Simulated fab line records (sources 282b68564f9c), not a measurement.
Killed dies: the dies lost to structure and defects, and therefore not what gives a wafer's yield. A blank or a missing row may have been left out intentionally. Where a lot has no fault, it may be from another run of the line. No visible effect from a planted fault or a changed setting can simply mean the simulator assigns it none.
Comparing a struck lot with a sound one | flow rit cmos | 21 steps out of a route of 202
Sound: these wafers, L227.1, L227.2, L227.3. Wafers struck: L220.1, L220.4, L220.5. At the end, the cause is stated.
Per side, at each step with rows, come the tool, then ch with its chambers, and then its first start. Under that, the readings that differ: sound wafers | struck wafers | difference of the means | sigmas: that difference in standard deviations of wafers without a fault.
alike: words and numbers the same on both sides, and readings whose means are apart by under 2 such deviations; not compared: readings that were withheld, readings missing a value for some wafer, numbers with overlapping values and no deviation given by the record, and bounds like >300 which may hide the same value.
A row with sigmas, a row that says differs or no value, or rows on one side alone: a step with any of these is where the two part. Numbers that have no deviation but don't overlap get no sigmas and don't part them. Lack of a reading on every wafer of one side parts them only where that side has two or more wafers.

first, 3 steps without rows for these wafers: RIT_PWELL_EXPOSE_03 (exposes mask M3, target cd 43700 nm); RIT_PWELL_PEB_04; RIT_PWELL_DEVELOP_05 (develop time 68 s).
RIT_PWELL_OVL_MEAS_06:
  sound on overlay-01, day 5 04:23; struck on overlay-01, day 3 21:23
  reading        | sound       | struck      | difference | sigmas
  PWELL_OVL (nm) | 4.0 5.5 3.7 | 1.9 1.3 1.5 | -2.8       | -2
then, 2 steps without rows for these wafers: RIT_PWELL_HARDBAKE_07 (time 120 s); RIT_PWELL_IMPLANT_08.
RIT_PWELL_STRIP_09: strips in O2, time 180 s.
  sound on plasma asher-04 ch 0,1, day 5 04:50; struck on plasma asher-02 ch 0,1, day 3 21:50
  alike: drypump motor current A
  not compared: rf hours counter h
RIT_PWELL_TW_MEAS_10:
  sound on film metro-02, day 5 05:01; struck on film metro-02, day 3 22:00
  alike: PWELL_TW
then, 1 step without rows for these wafers: RIT_WELLDRIVE_ANNEAL_00 (time 14700 s).
RIT_WELLDRIVE_RS_MEAS_01: the measuring method here is four-point-probe.
  sound on film metro-03, day 5 11:47; struck on film metro-02, day 4 04:34
  alike: NWELL_RS
RIT_WELLDRIVE_RS_MEAS_02: the measuring method here is four-point-probe.
  sound on film metro-03, day 5 11:54; struck on film metro-02, day 4 04:41
  alike: PWELL_RS
then, 1 step without rows for these wafers: RIT_NRETRO_HMDS_00 (prime time 60 s).
RIT_NRETRO_COAT_01: resist thk 1300 nm.
  sound on litho track-01 ch 0, day 5 12:10; struck on litho track-02 ch 0, day 4 04:57
  reading                                     | sound                | struck               | difference | sigmas
  spin speed rpm (rpm)                        | 2001.8 1997.8 1998.9 | 1850.6 1852.5 1850.3 | -148.4     | -87
  model.NOVOLAK_of_NRETRO_COAT_01.thk nm (nm) | 1296 1292 1292       | 1348 1349 1349       | +55        |
then, 4 steps without rows for these wafers: RIT_NRETRO_SOFTBAKE_02 (time 60 s); RIT_NRETRO_EXPOSE_03 (exposes mask M4, target cd 43900 nm); RIT_NRETRO_PEB_04; RIT_NRETRO_DEVELOP_05 (develop time 68.87 s).
RIT_NRETRO_OVL_MEAS_06:
  sound on overlay-02, day 5 13:01; struck on overlay-01, day 4 05:49
  alike: NRETRO_OVL
RIT_NRETRO_HARDBAKE_07: time 120 s.
  sound on litho track-04 ch 0, day 5 13:04; struck on litho track-01 ch 0, day 4 05:50
  reading                                     | sound          | struck         | difference | sigmas
  model.NOVOLAK_of_NRETRO_COAT_01.thk nm (nm) | 1133 1130 1130 | 1178 1179 1179 | +48        |
following that, these wafers have no rows for 1 step: RIT_NRETRO_IMPLANT_08.
RIT_M1_PROBE_99:
  rows exist in the record for the sound wafers here (prober-01, day 6 21:08), none for the struck ones

## WHERE THEY PART
Last at RIT_M1_PROBE_99 as far as this record goes, first at RIT_PWELL_OVL_MEAS_06.

WHY: the cause the simulator had injected
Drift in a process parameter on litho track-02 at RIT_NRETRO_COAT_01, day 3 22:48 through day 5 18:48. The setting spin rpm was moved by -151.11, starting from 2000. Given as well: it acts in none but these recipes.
